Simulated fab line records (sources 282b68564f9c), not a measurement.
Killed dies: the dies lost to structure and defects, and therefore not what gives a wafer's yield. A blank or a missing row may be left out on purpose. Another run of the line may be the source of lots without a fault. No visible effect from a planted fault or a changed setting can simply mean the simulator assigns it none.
The same fault as seen by 2 desks ; flow rit_cmos ; every desk sees just its own numbers, and what lay behind them comes last

## METROLOGY DESK
What the gauges read, lot by lot, whatever tool the lot ran on: means of the sampled wafers that have a number. Marked OUT: a lot whose mean sits more than 4 standard deviations from the usual mean, which makes it out of limits; the brackets give that distance.
Columns: A = PWELL_TW at RIT_PWELL_TW_MEAS_10, usual 947; B = GATE_POLY_THK at RIT_GATE_THK_MEAS_09, usual 250.9 nm; C = M1_OVL at RIT_M1_OVL_MEAS_10, usual -1.7 nm
lot;first seen here;A;B;C
L401;day 2 00:12;945;251.7;-1.6
L402;day 2 04:51;951;250.6;-2.7
L403;day 2 09:41;945;249.3;0.4
L404;day 2 14:17;954;248.0;0.4
L408;day 3 09:49;947;252.5;-1.6
L410;day 3 21:29;942;283.3 (+15) OUT;-2.3
L411;day 4 00:49;945;283.9 (+16) OUT;-1.4
L415;day 4 20:35;953;249.3;-2.3
L416;day 5 02:32;946;249.5;-3.8
L417;day 5 07:25;946;251.4;-2.4
L419;day 5 16:37;940;253.5;-1.9
L423;day 6 12:31;942;252.8;-0.9
L424;day 6 17:30;946;250.7;-0.6
This desk's result: L410, L411 out of limits, first on L410 (GATE_POLY_THK at RIT_GATE_THK_MEAS_09), day 4 09:40. L401, L402, L403, L404, L408, L415, L416, L417, L419, L423, L424: within limits.

## THE TOOL OWNER'S DESK: lpcvd-02
The tool's own readings at RIT_GATE_CVD_08 (deposits poly-Si from SiH4, target thk 250 nm, time 2220 s): means of the sampled wafers that have a number, for each lot that ran on this tool. Marked OUT: a lot whose mean sits more than 4 standard deviations from the usual mean, which makes it out of limits; the brackets give that distance.
Columns: A = pressure_mtorr at RIT_GATE_CVD_08, usual 300.1 mTorr; B = sih4_flow_sccm at RIT_GATE_CVD_08, usual 100.0 sccm; C = zone_power_centre_pct at RIT_GATE_CVD_08, usual 26.9 %
lot;first seen here;A;B;C
L403;day 2 20:12;300.5;100.3;28.1
L410;day 4 08:03;299.3;99.9;27.9
L411;day 4 11:22;300.6;100.3;27.3
L415;day 5 07:23;300.8;99.8;23.5
L416;day 5 14:02;300.7;100.5;23.3
This desk's verdict: no lot among the 5 shows anything out of limits.

## TAKEN TOGETHER
Metrology desk: alarm possible at day 4 09:40 on L410, L411.
Nothing out of limits was seen by the tool owner's desk.
Tool owner's desk: L410, L411 on record, inside its limits.
Every lot named ran RIT_GATE_CVD_08 on lpcvd-02.

## WHAT HAD BEEN PUT IN BY THE SIMULATOR
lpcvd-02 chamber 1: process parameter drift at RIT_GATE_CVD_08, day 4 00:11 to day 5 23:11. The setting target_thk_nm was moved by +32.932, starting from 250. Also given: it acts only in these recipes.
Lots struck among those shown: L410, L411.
Time in hours between the start of the fault and the first out-of-limits reading at each desk: metrology desk, 9.
